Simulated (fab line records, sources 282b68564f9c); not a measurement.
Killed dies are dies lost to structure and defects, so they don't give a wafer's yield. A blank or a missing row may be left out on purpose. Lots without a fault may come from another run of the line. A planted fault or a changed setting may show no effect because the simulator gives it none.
A struck lot beside a sound one | flow rit_cmos | 27 steps out of a route of 202
Sound: wafers L181.1, L181.2, L181.6. Struck: wafers L189.1, L189.3, L189.6. The cause comes at the end.
At each step with rows: each side's tool, then ch and its chambers, then its first start. Under that, the readings that differ: sound wafers | struck wafers | difference of the means | sigmas: that difference in standard deviations of wafers without a fault.
alike: readings whose means differ by less than 2 such deviations, and words and numbers that are the same on both sides. not compared: withheld readings, readings that some wafer has no value for, bounds like >300 that may hide the same value, and numbers for which the record gives no deviation and whose values overlap.
The two part at a step that has a row with sigmas, a row that says differs or no value, or rows on one side only. Numbers that don't overlap but have no deviation are shown without sigmas and don't part them. A reading that every wafer of one side lacks parts them only if that side has two wafers or more.

first, 4 steps without rows for these wafers: RIT_CONTACT_SOFTBAKE_04 (time 60 s); RIT_CONTACT_EXPOSE_05 (exposes mask M11, target cd 1000 nm); RIT_CONTACT_PEB_06; RIT_CONTACT_DEVELOP_07 (develop time 120 s).
RIT_CONTACT_CD_MEAS_08: target cd 1000 nm.
  sound on cd_sem-02, day 3 12:58; struck on cd_sem-01, day 5 10:22
  alike: cd_nm
RIT_CONTACT_OVL_MEAS_09:
  sound on overlay-01, day 3 13:05; struck on overlay-01, day 5 10:29
  alike: CONTACT_OVL
then, 1 step without rows for these wafers: RIT_CONTACT_HARDBAKE_10 (time 60 s).
RIT_CONTACT_ETCH_11: etches SiO2 in CHF3/CF4/Ar, stops on TiSi2, target depth 480 nm, time 320 s.
  sound on rie_diel-02 ch 0,1,2, day 3 13:17; struck on rie_diel-01 ch 0,1, day 5 10:40
  reading                | sound             | struck            | difference | sigmas
  oes_product_au (a.u.)  | 0.983 0.985 0.973 | 1.024 1.016 1.014 | +0.038     | +2
  throttle_valve_pct (%) | 8.90 8.80 8.94    | 8.60 8.58 8.59    | -0.29      | -3
  alike: drypump_motor_current_A
  not compared: rf_hours_counter_h
RIT_CONTACT_STRIP_12: strips in O2, time 180 s.
  sound on plasma_asher-01 ch 0,1, day 3 13:28; struck on plasma_asher-03 ch 0,1, day 5 10:52
  alike: drypump_motor_current_A
  not compared: rf_hours_counter_h
RIT_CONTACT_CD_MEAS_90: target cd 1000 nm.
  sound on cd_sem-02, day 3 13:39; struck on cd_sem-01, day 5 11:02
  alike: cd_nm
then, 2 steps without rows for these wafers: RIT_CONTACT_CLEAN_13 (cleans in SC1, time 600 s); RIT_CONTACT_CLEAN_14 (cleans in SC2, time 600 s).
RIT_M1_SPUTTER_00: material Al, target thk 400 nm, time 500 s.
  sound on pvd_sputter-03, day 3 14:07; struck on pvd_sputter-03, day 5 11:31
  reading                               | sound           | struck          | difference | sigmas
  model.Al_of_M1_SPUTTER_00.thk_nm (nm) | 414.2 413.5 417 | 552 553.5 544.4 | +135       |
  alike: throttle_valve_pct
RIT_M1_RS_MEAS_01: measures by four-point-probe.
  sound on film_metro-02, day 3 14:25; struck on film_metro-01, day 5 11:49
  reading           | sound                | struck               | difference | sigmas
  M1_AL_RS (ohm/sq) | 0.0709 0.0709 0.0701 | 0.0529 0.0527 0.0536 | -0.0176    | -23
RIT_M1_THK_MEAS_02: measures by xrf.
  sound on film_metro-02, day 3 14:32; struck on film_metro-01, day 5 11:56
  reading        | sound       | struck      | difference | sigmas
  M1_AL_THK (nm) | 417 414 420 | 561 563 553 | +142       | +34
then, 6 steps without rows for these wafers: RIT_M1_HMDS_03 (prime time 60 s); RIT_M1_COAT_04 (resist thk 1300 nm); RIT_M1_SOFTBAKE_05 (time 60 s); RIT_M1_EXPOSE_06 (exposes mask M12, target cd 2600 nm); RIT_M1_PEB_07; RIT_M1_DEVELOP_08 (develop time 68 s).
RIT_M1_CD_MEAS_09: target cd 2600 nm.
  sound on cd_sem-02, day 3 15:28; struck on cd_sem-01, day 5 13:07
  reading    | sound                | struck               | difference | sigmas
  cd_nm (nm) | 2599.1 2600.4 2600.4 | 2596.2 2595.8 2595.9 | -4.0       | -2
RIT_M1_OVL_MEAS_10:
  sound on overlay-01, day 3 15:35; struck on overlay-02, day 5 13:14
  alike: M1_OVL
then, 1 step without rows for these wafers: RIT_M1_HARDBAKE_11 (time 120 s).
RIT_M1_METAL_ETCH_12: etches Al in Cl2/BCl3, stops on SiO2, time 165 s, target depth 600 nm.
  sound on rie_metal-02 ch 0,1, day 3 15:53; struck on rie_metal-04 ch 0,1, day 5 13:32
  reading               | sound             | struck            | difference | sigmas
  oes_product_au (a.u.) | 0.792 0.788 0.803 | 0.966 0.964 0.943 | +0.163     | +15
  alike: drypump_motor_current_A, throttle_valve_pct
  not compared: rf_hours_counter_h
then, 1 step without rows for these wafers: RIT_M1_STRIP_13 (strips in nmp, time 600 s).
RIT_M1_PROBE_99:
  sound on prober-01, day 3 18:08; struck on prober-01, day 5 17:12
  reading                                        | sound                       | struck                      | difference | sigmas
  model.etest.tester.sort_n_pass                 | 256 256 255                 | 0 0 0                       | -256       |
  model.etest.tester.sort_yield_pct (%)          | 96.97 96.97 96.59           | 0 0 0                       | -97        |
  model.etest.m1_comb_over_steps.leak_log10_a_um | -12.83 -12.91 -12.85        | -6.94 -8.128 -7.253         | +5.42      |
  model.etest.ring.quiet_log10_a (angstrom)      | -7.696 -7.731 -7.802        | -5.039 -6.087 -5.455        | +2.216     |
  model.etest.m1.rs_ohm_sq                       | 0.06973 0.07053 0.06936     | 0.05247 0.05264 0.05315     | -0.01712   |
  model.etest.antenna_m1.vt_shift_v (V)          | -0.01194 -0.01629 -0.009418 | -0.00703 -0.00564 -0.006322 | +0.00622   |
  alike: defect_limited_yield, killed_at_contacts, killed_at_front_end, killed_dies, killed_on_rim, killed_open, killed_short

WHERE THEY PART
First at RIT_CONTACT_ETCH_11; last, within this record, at RIT_M1_METAL_ETCH_12. Later steps at which nothing parts them and some readings are alike: RIT_M1_PROBE_99.

WHY: what the simulator had put in
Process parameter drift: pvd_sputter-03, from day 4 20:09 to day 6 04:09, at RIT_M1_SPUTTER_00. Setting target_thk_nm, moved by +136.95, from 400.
